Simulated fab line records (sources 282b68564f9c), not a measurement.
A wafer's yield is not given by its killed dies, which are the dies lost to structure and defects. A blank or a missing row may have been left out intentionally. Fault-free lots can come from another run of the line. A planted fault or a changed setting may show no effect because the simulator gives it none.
fab line records :: flow rit_cmos
[record]
  lots = 13
  wafers = 39
  last_day = 7
route steps=202 shown SPACER@125 M1@202
lots with no fault: from the same line, run without faults
start_h: start of the lot's first displayed wafer, in hours after the record's first day :: wait_h: hours elapsed since this lot's preceding step :: " repeats the value in the row above :: L1.1+2: a row that stands for several wafers :: - no value present, or no start provided :: * or withheld: withheld :: < > ~ a bound
route shown NAME@n: a module of which the file shows steps, and the number in the route of the first :: usual: mean/standard deviation taken from wafers without a fault :: same: alike in all rows :: chamber/n: place in a boat :: sites: each site's reading :: _std_site: their standard deviation :: _edge_site: mean of outer sites minus mean of inner sites :: radius_mm: how far each site lies from the wafer's centre :: mask NAME#n: copy n :: behind: the most recent tool/chamber to have shaped the wafer :: hold: why the lot went on hold/how many hours it stayed there/how the hold came to an end :: device: the transistor (n, p or np) that didn't switch :: end of line: at the end of the route, the tests of the same wafers :: where a step has no rows: the recipe by itself :: killed: dies lost to structure and defects at the first sort, not the wafer's yield :: map: dies across one wafer; x = killed, . = not, _ = none there
set.NAME: the setting the step ran with; set.NAME@STEP: the setting that earlier step ran with :: model.NAME: the simulator's own value behind a step, which no gauge read
steps of the route over a sample of lots; a table a step, a row a wafer
services: a tool's chamber out of use, with start hour (start_h, from the record's first day; less than 0 if before it), hours out, and reason
[[steps]]
[step RIT_SPACER_CLEAN_00]
[recipe]
  chemistry = SC1
  mix = 3:3:50
  time_s = 600
  temp_c = 75
lot.wafer: L450.1+2+5
tool: wet_bench-02
chamber: 0
start_h: 47.98
wait_h: 0.1

lot.wafer: L452.1+2+6
tool: wet_bench-03
chamber: 3
start_h: 55.18
wait_h: 0.1

lot.wafer: L455.1+2+5
tool: wet_bench-03
chamber: 2
start_h: 70.52
wait_h: 0.1

lot.wafer: L456.2+3+6
tool: wet_bench-03
chamber: 2
start_h: 81.01
wait_h: 0.0

lot.wafer: L457.1+2+5
tool: wet_bench-03
chamber: 3
start_h: 83.80
wait_h: 0.1

lot.wafer: L458.2+3+5
tool: wet_bench-03
chamber: 0
start_h: 84.09
wait_h: 0.0

lot.wafer: L459.1+3+5
tool: wet_bench-03
chamber: 0
start_h: 93.35
wait_h: 0.1

lot.wafer: L460.1+4+6
tool: wet_bench-01
chamber: 0
start_h: 99.57
wait_h: 0.1

lot.wafer: L461.2+5+6
tool: wet_bench-03
chamber: 3
start_h: 103.83
wait_h: 0.0

lot.wafer: L466.1+3+5
tool: wet_bench-03
chamber: 1
start_h: 124.96
wait_h: 0.1

lot.wafer: L471.1+4+5
tool: wet_bench-01
chamber: 0
start_h: 160.55
wait_h: 0.1

lot.wafer: L473.1+3+4
tool: wet_bench-02
chamber: 3
start_h: 163.10
wait_h: 0.1

lot.wafer: L472.2+3+5
tool: wet_bench-02
chamber: 3
start_h: 163.34
wait_h: 0.0
[step RIT_M1_PROBE_99]
[usual]
  killed_at_contacts = 0.1/0.28
  killed_at_front_end = 7.0/2.9
  killed_dies = 7.0/2.9
  killed_on_rim = 1.8/1.4
  killed_open = 3.4/2.1
  killed_short = 3.6/1.7
[same]
  gross_dies = 264
  killed_at_M0_to_M3 = 0
  killed_at_M4_up = 0
  killed_at_back_side = 0
  killed_at_other = 0
lot.wafer: L459.1
tool: prober-02
chamber: -
start_h: 106.85
wait_h: 0.1
killed_at_contacts: 0
killed_at_front_end: 4
killed_dies: 4
killed_on_rim: 2
killed_open: 2
killed_short: 2

lot.wafer: L459.3
tool: prober-02
chamber: -
start_h: 106.95
wait_h: 0.2
killed_at_contacts: 0
killed_at_front_end: 4
killed_dies: 4
killed_on_rim: 0
killed_open: 1
killed_short: 3

lot.wafer: L459.5
tool: prober-02
chamber: -
start_h: 107.05
wait_h: 0.2
killed_at_contacts: 0
killed_at_front_end: 5
killed_dies: 5
killed_on_rim: 2
killed_open: 1
killed_short: 4

lot.wafer: L466.1
tool: prober-01
chamber: -
start_h: 139.45
wait_h: 0.1
killed_at_contacts: 0
killed_at_front_end: 30
killed_dies: 30
killed_on_rim: 11
killed_open: 5
killed_short: 2

lot.wafer: L466.3
tool: prober-01
chamber: -
start_h: 139.55
wait_h: 0.2
killed_at_contacts: 0
killed_at_front_end: 28
killed_dies: 28
killed_on_rim: 8
killed_open: 1
killed_short: 4

lot.wafer: L466.5
tool: prober-01
chamber: -
start_h: 139.65
wait_h: 0.2
killed_at_contacts: 0
killed_at_front_end: 31
killed_dies: 31
killed_on_rim: 10
killed_open: 7
killed_short: 2
// killed by level:class
L459.1 GATE:geometric_particle:open=2 FOX2:geometric_particle:short=1 SILICIDE:geometric_particle:short=1
L459.3 FOX2:geometric_particle:open=1 FOX2:geometric_particle:short=1 GATE:geometric_particle:short=1 SILICIDE:geometric_particle:short=1
L459.5 SPACER:geometric_particle:short=2 GATE:geometric_particle:short=1 GATE:geometric_particle:open=1 REOX:geometric_particle:short=1
L466.1 SPACER:unspecified=23 FOX2:geometric_particle:short=2 GATE:geometric_particle:open=2 FOX2:geometric_particle:open=1 SPACER:geometric_particle:open=1 SILICIDE:geometric_particle:open=1
L466.3 SPACER:unspecified=23 FOX1:geometric_particle:short=1 FOX2:geometric_particle:short=1 GATE:geometric_particle:open=1 SPACER:geometric_particle:short=1 SILICIDE:geometric_particle:short=1
L466.5 SPACER:unspecified=22 GATE:geometric_particle:open=3 FOX2:geometric_particle:open=2 FOX1:geometric_particle:open=1 GATE:geometric_particle:short=1 SPACER:geometric_particle:open=1 SILICIDE:geometric_particle:short=1
[[services]]
tool: wet_bench-01
chamber: -
start_h: 77.33
hours: 3.4
kind: repair
[[key]]
[first_sign]
  step = RIT_M1_PROBE_99
  reading = killed_dies
  direction = up
  sigmas = 7.7
  usual = 7.0
  struck = 29.7
[effect]
  step = RIT_M1_PROBE_99
  reading = killed_at_front_end
  direction = up
  sigmas = 7.7
  usual = 7.0
  struck = 29.7
met_at RIT_SPACER_CLEAN_00
struck_lots L466
struck_wafers L466.1,L466.3,L466.5
tester_left_out L466
[fault]
  kind = chamber_particle_source
  tool = wet_bench-03
  chamber = 1
  onset_h = 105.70
  steps = RIT_SPACER_CLEAN_00
  rate_per_visit_cm2 = 0.93398
  end_h = 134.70
// tester_left_out: of these lots the tester's yield and bins aren't shown, on N5 and GAA mostly nor the transistor test; their killed dies are dies lost to structure and defects alone, not to doping, threshold or leakage, so they don't give the yield
